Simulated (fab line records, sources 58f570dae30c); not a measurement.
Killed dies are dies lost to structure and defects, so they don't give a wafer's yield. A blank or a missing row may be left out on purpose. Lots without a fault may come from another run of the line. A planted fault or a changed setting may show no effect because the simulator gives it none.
A struck lot beside a sound one | flow berkeley_cmos170 | 24 steps out of a route of 331
Sound: wafers L152.1, L152.4, L152.5. Struck: wafers L157.1, L157.3, L157.4. The cause comes at the end.
At each step with rows: each side's tool, then ch and its chambers, then its first start. Under that, the readings that differ: sound wafers | struck wafers | difference of the means | sigmas: that difference in standard deviations of wafers without a fault.
alike: readings whose means differ by less than 2 such deviations, and words and numbers that are the same on both sides. not compared: withheld readings, readings that some wafer has no value for, bounds like >300 that may hide the same value, and numbers for which the record gives no deviation and whose values overlap.
The two part at a step that has a row with sigmas, a row that says differs or no value, or rows on one side only. Numbers that don't overlap but have no deviation are shown without sigmas and don't part them. A reading that every wafer of one side lacks parts them only if that side has two wafers or more.

first, 6 steps without rows for these wafers: UCB170_ZERO_HMDS_00 (prime time 60 s); UCB170_ZERO_COAT_01 (resist thk 900 nm); UCB170_ZERO_SOFTBAKE_02 (time 60 s); UCB170_ZERO_EXPOSE_03 (exposes mask PM MARKS, target cd 4000 nm); UCB170_ZERO_PEB_04; UCB170_ZERO_DEVELOP_05 (develop time 45 s).
UCB170_ZERO_ETCH_06: etches SiO2 in CHF3/CF4/Ar, time 12 s.
  sound on rie_diel-04 ch 1,2, day 3 13:11; struck on rie_diel-01 ch 0,3, day 4 17:44
  alike: drypump_motor_current_A, oes_product_au, throttle_valve_pct
  not compared: rf_hours_counter_h
UCB170_ZERO_STRIP_07: strips in O2.
  sound on plasma_asher-02 ch 0,1, day 3 13:13; struck on plasma_asher-02 ch 0,1, day 4 17:46
  alike: drypump_motor_current_A, o2_flow_sccm, oes_product_au, strip_time_to_endpoint_s
  not compared: rf_hours_counter_h
then, 2 steps without rows for these wafers: UCB170_NWELL_WET_ETCH_00 (etches SiO2 in dHF, time 200 s); UCB170_NWELL_OXIDATION_01 (target thk 26.4 nm, ox time 1260 s).
UCB170_NWELL_THK_MEAS_02:
  sound on film_metro-02, day 3 19:56; struck on film_metro-02, day 4 19:55
  alike: NWELL_OXIDE_THK
then, 1 step without rows for these wafers: UCB170_NWELL_ANNEAL_03 (time 900 s).
UCB170_NWELL_CVD_04: deposits Si3N4 from SiH2Cl2/NH3, target thk 224 nm, time 3360 s.
  sound on lpcvd-02 ch 1, day 4 02:38; struck on lpcvd-01 ch 0, day 5 02:10
  reading                                 | sound             | struck            | difference | sigmas
  spike_tc_centre_C (C)                   | 805.4 805.9 804.9 | 837.9 840.0 839.4 | +33.7      | +26
  spike_tc_load_C (C)                     | 823.8 823.2 823.4 | 861.0 860.5 859.7 | +36.9      | +28
  spike_tc_source_C (C)                   | 821.8 819.9 819.9 | 862.1 862.3 863.0 | +41.9      | +15
  susceptor_temp_C (C)                    | 800.0 800.2 799.6 | 834.9 834.8 834.6 | +34.8      | +94
  zone_power_load_pct (%)                 | 20.6 20.5 20.7    | 23.3 22.8 23.6    | +2.6       | +5
  model.Si3N4_of_NWELL_CVD_04.thk_nm (nm) | 221.1 221.7 223.2 | 381 381.3 379.5   | +159       |
UCB170_NWELL_THK_MEAS_05:
  sound on film_metro-02, day 4 04:34; struck on film_metro-03, day 5 04:06
  reading                | sound             | struck            | difference | sigmas
  NWELL_NITRIDE_THK (nm) | 221.2 221.9 223.3 | 381.2 381.2 379.4 | +158.5     | +83
then, 6 steps without rows for these wafers: UCB170_NWELL_HMDS_06 (prime time 60 s); UCB170_NWELL_COAT_07 (resist thk 900 nm); UCB170_NWELL_SOFTBAKE_08 (time 60 s); UCB170_NWELL_EXPOSE_09 (exposes mask NWELL, target cd 3000 nm); UCB170_NWELL_PEB_10; UCB170_NWELL_DEVELOP_11 (develop time 45 s).
UCB170_NWELL_OVL_MEAS_12:
  sound on overlay-02, day 4 05:37; struck on overlay-01, day 5 05:17
  alike: NWELL_OVL
UCB170_NWELL_ETCH_13: etches Si3N4 in CH3F/Ar/O2, stops on SiO2, target depth 246.4 nm, time 154 s.
  sound on rie_diel-01 ch 1,2,3, day 4 05:39; struck on rie_diel-03 ch 0,2,3, day 5 05:19
  reading                  | sound             | struck            | difference | sigmas
  oes_product_au (a.u.)    | 0.956 0.936 0.935 | 1.006 1.002 1.002 | +0.061     | +5
  model.etch.depth_nm (nm) | 221.1 221.7 223.2 | 243.4 248.2 244.2 | +23.3      |
  alike: drypump_motor_current_A, throttle_valve_pct
  not compared: rf_hours_counter_h
then, 1 step without rows for these wafers: UCB170_NWELL_IMPLANT_14.
-- the record jumps here: 7 days lie between the struck wafers' starts before and after (it left off in module NWELL and takes up again in module M3, whose first step shown is number 331 of the route) --
UCB170_M3_PROBE_99:
  the record has rows for the struck wafers here (prober-01, day 12 05:08) and none for the sound ones

WHERE THEY PART
First at UCB170_NWELL_CVD_04; last, within this record, at UCB170_M3_PROBE_99.

WHY: what the simulator had put in
Process parameter drift: lpcvd-01, from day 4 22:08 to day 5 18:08, at UCB170_NWELL_CVD_04. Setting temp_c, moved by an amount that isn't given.
